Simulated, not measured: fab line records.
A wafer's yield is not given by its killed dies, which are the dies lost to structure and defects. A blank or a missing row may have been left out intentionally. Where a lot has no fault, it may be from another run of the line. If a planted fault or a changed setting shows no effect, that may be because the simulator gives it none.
fab line records    flow rit-cmos
[record] lots = 14  wafers = 42  last-day = 7
route steps=202 shown PWELL@46
lots that met no fault: from a run of the same line without faults
start-h: hours from the record's first day to the start of the lot's first wafer shown    wait-h: hours since the lot's step before    " as in the row above    L1.1+2: several wafers, shown together as one row    - value missing, or start not given    * or withheld: withheld    < > ~ a bound
route shown NAME@n: a module of which the file shows steps, and the number in the route of the first    usual: mean/standard deviation of fault-free wafers    same: alike in all rows    chamber/n: place in a boat    sites: the reading at each site    _std_site: the standard deviation of these    _edge_site: mean of outer sites minus mean of inner sites    radius-mm: how far each site lies from the wafer's centre    mask NAME#n: copy n    behind: the tool/chamber that last shaped the wafer    hold: why the lot was held/for how many hours/how that ended    device: the transistor (n, p or np) that didn't switch    end of line: the same wafers' tests at the end of the route    step lacking rows: just its recipe    killed: at the first sort, the dies lost to defects and structure; wafer yield is something else    map: shows each die of a wafer: x if killed, . if not, _ if none is there
set.NAME: the run value of the setting; set.NAME@STEP: its run value at that earlier step    model.NAME: the simulator's own value behind a step, which no gauge read
the route's steps for a sample of lots (tables are steps, rows are wafers)
[[steps]]
[step RIT_PWELL_HARDBAKE_07]
[recipe] resist = NOVOLAK  temp-c = 140  time-s = 120
[usual] heater-power-total-W = 52.03/0.069  plate-temp-C = 139.98/0.15
lot.wafer  tool            chamber  start-h  wait-h  heater-power-total-W  plate-temp-C
L771.1     litho-track-02  0        23.36    0.0     51.93                 139.83
L771.2     "               0        "        "       51.89                 139.98
L771.4     "               0        "        "       52.05                 139.85
L773.2     litho-track-02  0        32.88    0.1     52.08                 139.76
L773.4     "               0        "        "       52.09                 139.99
L773.6     "               0        "        "       51.91                 139.81
L774.1     litho-track-04  0        38.86    0.0     51.92                 139.94
L774.3     "               0        "        "       51.97                 139.94
L774.6     "               0        "        "       51.93                 139.81
L775.1     litho-track-02  0        43.15    0.0     52.05                 139.94
L775.4     "               0        "        "       51.98                 139.69
L775.6     "               0        "        "       52.11                 140.04
L776.1     litho-track-03  0        50.17    0.0     51.92                 140.01
L776.2     "               0        "        "       52.03                 139.96
L776.4     "               0        "        "       52.02                 139.96
L778.1     litho-track-03  0        60.20    0.0     49.33                 134.25
L778.3     "               0        "        "       49.18                 134.15
L778.4     "               0        "        "       49.36                 134.35
L780.3     litho-track-03  0        69.23    0.1     49.23                 134.11
L780.4     "               0        "        "       49.21                 134.33
L780.5     "               0        "        "       49.27                 134.14
L785.3     litho-track-02  0        95.52    0.1     51.98                 139.90
L785.4     "               0        "        "       52.17                 140.01
L785.5     "               0        "        "       52.09                 139.93
L788.1     litho-track-02  0        109.03   0.2     52.05                 139.82
L788.3     "               0        "        "       51.97                 139.85
L788.4     "               0        "        "       51.97                 139.95
L789.1     litho-track-02  0        113.73   0.0     52.07                 139.89
L789.2     "               0        "        "       52.07                 140.06
L789.6     "               0        "        "       52.01                 139.95
L790.1     litho-track-04  0        118.87   0.0     51.95                 140.13
L790.5     "               0        "        "       52.04                 139.80
L790.6     "               0        "        "       51.98                 140.02
L792.1     litho-track-04  0        127.48   0.0     52.06                 140.00
L792.3     "               0        "        "       51.99                 140.20
L792.4     "               0        "        "       52.00                 139.88
L793.2     litho-track-03  0        133.68   0.1     52.16                 139.91
L793.5     "               0        "        "       52.01                 140.05
L793.6     "               0        "        "       52.05                 140.04
L794.2     litho-track-04  0        137.45   0.1     52.03                 140.23
L794.3     "               0        "        "       52.05                 139.84
L794.5     "               0        "        "       51.97                 139.93
[[key]]
[first-sign] step = RIT_PWELL_HARDBAKE_07  reading = heater-power-total-W  direction = down  sigmas = 40  usual = 52.03  struck = 49.26
[effect] step = RIT_PWELL_HARDBAKE_07  reading = plate-temp-C  direction = down  sigmas = 39  usual = *  struck = *
met-at RIT_PWELL_HARDBAKE_07
struck-lots L778,L780
tester-left-out L778,L780
onset-between 50.17 60.20
[fault] kind = process-parameter-drift  tool = litho-track-03  chamber = -  onset-h = 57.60  steps = RIT_PWELL_HARDBAKE_07  channel = temp-c  offset = *  shape = step  end-h = 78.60  acts-in = *  stated = *
// tester-left-out: of these lots the tester's yield and bins aren't shown, on N5 and GAA mostly nor the transistor test; their killed dies are dies lost to structure and defects alone, not to doping, threshold or leakage, so they don't give the yield
